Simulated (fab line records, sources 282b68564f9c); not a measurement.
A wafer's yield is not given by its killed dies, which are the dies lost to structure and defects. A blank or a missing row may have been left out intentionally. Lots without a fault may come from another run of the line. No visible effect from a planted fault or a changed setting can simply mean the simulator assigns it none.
What tool caused it? / flow ritCmos / 21 wafers from 7 lots sampled at 2 of the route's 202 steps

WHAT THE GAUGES READ, wafer by wafer
RIT_ACTIVE_CD_MEAS_11 targets a cd of 1400 nm.
lot=L571; measured=day 2 06:11; on=cdSem-01; cdNm (nm)=1400.3 1401.9 1401.0
lot=L573; measured=day 2 16:51; on=cdSem-02; cdNm (nm)=1399.9 1400.1 1400.1
lot=L580; measured=day 4 03:31; on=cdSem-02; cdNm (nm)=1425.1 1424.4 1428.0
lot=L582; measured=day 4 13:26; on=cdSem-02; cdNm (nm)=1419.5 1420.8 1420.9
lot=L585; measured=day 5 03:47; on=cdSem-02; cdNm (nm)=1396.2 1398.2 1398.4
lot=L587; measured=day 5 13:38; on=cdSem-01; cdNm (nm)=1402.3 1401.3 1403.3
lot=L590; measured=day 6 05:24; on=cdSem-01; cdNm (nm)=1399.3 1396.7 1400.4

WHICH TOOL RAN EACH LOT (tool, then ch and the chambers of the sampled wafers, then the start)
lot=L571; RIT_ACTIVE_COAT_06=lithoTrack-04 ch 0, day 2 05:22
lot=L573; RIT_ACTIVE_COAT_06=lithoTrack-01 ch 0, day 2 15:59
lot=L580; RIT_ACTIVE_COAT_06=lithoTrack-04 ch 0, day 4 02:41
lot=L582; RIT_ACTIVE_COAT_06=lithoTrack-04 ch 0, day 4 12:45
lot=L585; RIT_ACTIVE_COAT_06=lithoTrack-01 ch 0, day 5 03:05
lot=L587; RIT_ACTIVE_COAT_06=lithoTrack-02 ch 0, day 5 12:44
lot=L590; RIT_ACTIVE_COAT_06=lithoTrack-02 ch 0, day 6 04:39
- RIT_ACTIVE_COAT_06: resist thk 1000 nm.

THE ANSWER, worked out from the rows above alone
Rule: what is usual is taken from the lots themselves. Put in order of their means at a reading, lots are off if they are a third of the lots or fewer, leave a main group of 4 or more, and stand apart from it by a gap of 3 or more times the standard deviation of the main group's means; of several such gaps the widest counts. Not used: any main group whose means are identical at the precision the tables above print for the reading. A lot without any number at a reading at which 4 lots or more have one is off too. Where the step has rows for the other lots, those lots are counted as sound.
Off at RIT_ACTIVE_CD_MEAS_11 (cdNm): L580, L582. The main group: mean 1400.0 nm, standard deviation 1.7.
A tool fits if, at a process step before that reading, it ran every lot that is off, and no sound lot after the first of them. Those tools and the gauges at RIT_ACTIVE_CD_MEAS_11 are tried in the same way. One candidate fits, namely lithoTrack-04 at RIT_ACTIVE_COAT_06. Its last sound lot is L571 (day 2 05:22), its first lot that is off L580 (day 4 02:41): a fault that began between those two fits.

WHAT HAD BEEN PUT IN BY THE SIMULATOR
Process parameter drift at RIT_ACTIVE_COAT_06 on lithoTrack-04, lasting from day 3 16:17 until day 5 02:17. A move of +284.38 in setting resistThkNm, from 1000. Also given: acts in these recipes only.
Lots struck among those shown: L580, L582. The rule above found the same.
